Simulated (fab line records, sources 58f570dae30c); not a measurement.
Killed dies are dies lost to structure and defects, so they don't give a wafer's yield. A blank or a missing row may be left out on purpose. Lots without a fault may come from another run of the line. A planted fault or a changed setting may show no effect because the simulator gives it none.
fab line records | flow berkeley_cmos170
record lots=12 wafers=36 last_day=11
route steps=331 shown SACOX@99 PLDD@153 SDANNEAL@205 M3@330
lots that met no fault: from a run of the same line without faults
start_h: hours from the record's first day to the start of the lot's first wafer shown | wait_h: hours since the lot's step before | " the same as in the row above | L1.1+2: a row that stands for several wafers | - no value, or no start given | * or withheld: withheld | < > ~ a bound
route shown NAME@n: a module of which the file shows steps, and the number in the route of the first | usual: mean/standard deviation of fault-free wafers | same: alike in all rows | chamber/n: place in a boat | sites: the reading at each site | _std_site: their standard deviation | _edge_site: outer sites' mean less inner sites' | radius_mm: how far each site lies from the wafer's centre | mask NAME#n: copy n | behind: the tool/chamber that last shaped the wafer | hold: why the lot was held/for how many hours/how that ended | device: the transistor (n, p or np) that didn't switch | end of line: the same wafers' tests at the end of the route | a step without rows: its recipe alone | killed: dies lost to structure and defects at the first sort, not the wafer's yield | map: a wafer's dies, x killed, . not, _ none there
set.NAME: the setting as run; set.NAME@STEP: as run at that earlier step | model.NAME: the simulator's own value behind a step, which no gauge read
steps of the route over a sample of lots; a table a step, a row a wafer
services: from which hour (start_h, from the record's first day; less than 0 if before it) a tool's chamber was out of use, for how many hours, and why
## steps
# step UCB170_SACOX_THK_MEAS_02
# recipe reads=SiO2_of_SACOX_OXIDATION_01
# usual SACOX_OXIDE_THK=14.46/0.28
# columns lot.wafer tool chamber start_h wait_h SACOX_OXIDE_THK[nm]
L489.1 film_metro-03 - 102.09 0.0 14.71
L489.2 " - " " 14.71
L489.3 " - " " 14.69
L491.2 film_metro-01 - 102.10 0.0 14.67
L491.3 " - " " 14.87
L491.4 " - " " 14.70
L490.2 film_metro-03 - 102.16 0.1 14.43
L490.4 " - " " 14.62
L490.6 " - " " 14.82
L492.1 film_metro-03 - 110.84 0.0 14.16
L492.2 " - " " 14.19
L492.4 " - " " 14.21
L497.1 film_metro-01 - 134.30 0.0 14.42
L497.5 " - " " 14.71
L497.6 " - " " 14.81
L495.2 film_metro-02 - 134.31 0.0 14.31
L495.5 " - " " 14.30
L495.6 " - " " 14.60
L496.3 film_metro-02 - 134.38 0.1 14.49
L496.4 " - " " 14.90
L496.6 " - " " 14.76
L502.2 film_metro-03 - 169.15 0.0 14.57
L502.3 " - " " 14.38
L502.5 " - " " 14.31
L504.2 film_metro-01 - 171.80 0.0 14.38
L504.5 " - " " 14.64
L504.6 " - " " 14.49
L508.2 film_metro-03 - 195.55 0.0 14.01
L508.4 " - " " 13.99
L508.6 " - " " 14.11
L510.1 film_metro-03 - 201.10 0.0 14.59
L510.2 " - " " 14.73
L510.5 " - " " 14.61
L511.1 film_metro-02 - 207.87 0.0 14.56
L511.2 " - " " 14.43
L511.5 " - " " 14.43
# step UCB170_PLDD_IMPLANT_08
# recipe species=BF2 dose_cm2=5e+13 energy_kev=10 tilt_deg=7 rotation_deg=0
# usual tilt_deg=6.996/0.02
# columns lot.wafer tool chamber start_h wait_h tilt_deg
L489.1 implanter-03 0 126.28 0.0 7.010
L489.2 " 0 " " 7.017
L489.3 " 0 " " 7.022
L490.2 implanter-02 0 127.31 0.0 6.976
L490.4 " 0 " " 6.974
L490.6 " 0 " " 6.989
L491.2 implanter-02 0 129.97 0.0 6.995
L491.3 " 0 " " 6.996
L491.4 " 0 " " 6.987
L492.1 implanter-02 0 134.20 0.0 7.019
L492.2 " 0 " " 6.987
L492.4 " 0 " " 7.036
L496.3 implanter-02 0 162.73 0.1 7.036
L496.4 " 0 " " 7.002
L496.6 " 0 " " 7.020
L497.1 implanter-03 0 162.79 0.0 7.006
L497.5 " 0 " " 6.991
L497.6 " 0 " " 7.013
L495.2 implanter-02 0 163.06 0.0 7.001
L495.5 " 0 " " 7.006
L495.6 " 0 " " 7.013
L504.2 implanter-03 0 199.73 0.0 6.733
L504.5 " 0 " " 6.731
L504.6 " 0 " " 6.750
L502.2 implanter-03 0 200.18 0.2 6.771
L502.3 " 0 " " 6.732
L502.5 " 0 " " 6.752
L508.2 implanter-02 0 224.55 0.0 6.997
L508.4 " 0 " " 7.021
L508.6 " 0 " " 6.984
L510.1 implanter-02 0 225.13 0.0 7.000
L510.2 " 0 " " 6.963
L510.5 " 0 " " 6.995
L511.1 implanter-02 0 237.28 0.0 7.008
L511.2 " 0 " " 7.015
L511.5 " 0 " " 7.017
# step UCB170_SDANNEAL_RTA_01
# recipe temp_c=1050 time_s=5 ambient=N2
# usual lamp_power_pct=38.0/1.8 wafer_temp_C_max=1054.2/1.1
# columns lot.wafer tool chamber start_h wait_h lamp_power_pct wafer_temp_C_max
L490.2 rtp_anneal-02 0 140.95 0.1 36.2 1055.4
L490.4 " 0 " " 36.2 1053.3
L490.6 " 0 " " 36.2 1054.3
L491.2 rtp_anneal-01 0 140.96 0.1 39.8 1053.4
L491.3 " 0 " " 39.7 1053.1
L491.4 " 0 " " 39.7 1054.4
L489.1 rtp_anneal-02 0 141.16 0.1 36.2 1056.2
L489.2 " 0 " " 36.2 1054.6
L489.3 " 0 " " 36.2 1054.5
L492.1 rtp_anneal-02 0 153.41 0.1 36.2 1056.4
L492.2 " 0 " " 36.2 1054.5
L492.4 " 0 " " 36.1 1055.4
L495.2 rtp_anneal-01 0 179.87 0.1 39.8 1053.0
L495.5 " 0 " " 39.8 1054.4
L495.6 " 0 " " 39.7 1052.9
L497.1 rtp_anneal-02 0 180.14 0.1 36.2 1053.6
L497.5 " 0 " " 36.2 1054.7
L497.6 " 0 " " 36.2 1053.6
L496.3 rtp_anneal-01 0 180.16 0.1 39.7 1053.1
L496.4 " 0 " " 39.8 1054.0
L496.6 " 0 " " 39.8 1054.1
L504.2 rtp_anneal-01 0 211.76 0.1 39.8 1053.8
L504.5 " 0 " " 39.8 1054.5
L504.6 " 0 " " 39.7 1054.5
L502.2 rtp_anneal-01 0 212.26 0.1 39.7 1053.2
L502.3 " 0 " " 39.7 1054.4
L502.5 " 0 " " 39.8 1052.7
L510.1 rtp_anneal-02 0 236.52 0.1 36.2 1054.4
L510.2 " 0 " " 36.2 1054.5
L510.5 " 0 " " 36.2 1054.6
L508.2 rtp_anneal-02 0 236.71 0.1 36.2 1054.2
L508.4 " 0 " " 36.2 1054.8
L508.6 " 0 " " 36.2 1054.6
L511.1 rtp_anneal-02 0 248.18 0.1 36.2 1055.9
L511.2 " 0 " " 36.2 1054.8
L511.5 " 0 " " 36.2 1057.4
# step UCB170_M3_BOW_MEAS_20
# recipe mode=bow
# usual M3_BOW=35/6.8
# columns lot.wafer tool chamber start_h wait_h M3_BOW[um]
L491.2 film_metro-04 - 171.08 0.1 41
L491.3 " - " " 29
L491.4 " - " " 51
L489.1 film_metro-04 - 171.96 0.1 35
L489.2 " - " " 30
L489.3 " - " " 48
L490.2 film_metro-03 - 171.98 0.2 26
L490.4 " - " " 33
L490.6 " - " " 38
L492.1 film_metro-04 - 179.67 0.1 32
L492.2 " - " " 35
L492.4 " - " " 35
L496.3 film_metro-02 - 205.91 0.1 31
L496.4 " - " " 32
L496.6 " - " " 40
L497.1 film_metro-02 - 206.23 0.1 34
L497.5 " - " " 36
L497.6 " - " " 29
L495.2 film_metro-03 - 207.16 0.1 40
L495.5 " - " " 31
L495.6 " - " " 31
L504.2 film_metro-03 - 237.65 0.1 39
L504.5 " - " " 39
L504.6 " - " " 38
L502.2 film_metro-04 - 237.89 0.1 44
L502.3 " - " " 36
L502.5 " - " " 26
L510.1 film_metro-03 - 260.59 0.1 34
L510.2 " - " " 35
L510.5 " - " " 31
L508.2 film_metro-04 - 266.00 0.1 26
L508.4 " - " " 38
L508.6 " - " " 41
L511.1 film_metro-03 - 273.83 0.1 32
L511.2 " - " " 46
L511.5 " - " " 35
## services
# columns tool chamber start_h hours kind
implanter-02 - 168.31 31.9 repair
implanter-02 - 202.21 20.0 repair
rtp_anneal-02 - 209.11 0.9 pm
implanter-02 - 243.90 3.5 repair
## key
first_sign step=UCB170_PLDD_IMPLANT_08 reading=tilt_deg direction=down sigmas=13 usual=6.996 struck=6.745
effect none on later readings
met_at UCB170_PLDD_IMPLANT_08
struck_lots L502,L504
tester_left_out L502,L504
not_acting_at UCB170_SACOX_THK_MEAS_02,UCB170_SDANNEAL_RTA_01,UCB170_M3_BOW_MEAS_20
onset_between 162.79 199.73
fault kind=process_parameter_drift tool=implanter-03 chamber=- onset_h=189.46 steps=UCB170_PLDD_IMPLANT_08 channel=tilt_deg offset=-0.24668 shape=step end_h=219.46 acts_in=these_recipes_only stated=7
# tester_left_out: of these lots the tester's yield and bins aren't shown, on N5 and GAA mostly nor the transistor test; their killed dies are dies lost to structure and defects alone, not to doping, threshold or leakage, so they don't give the yield
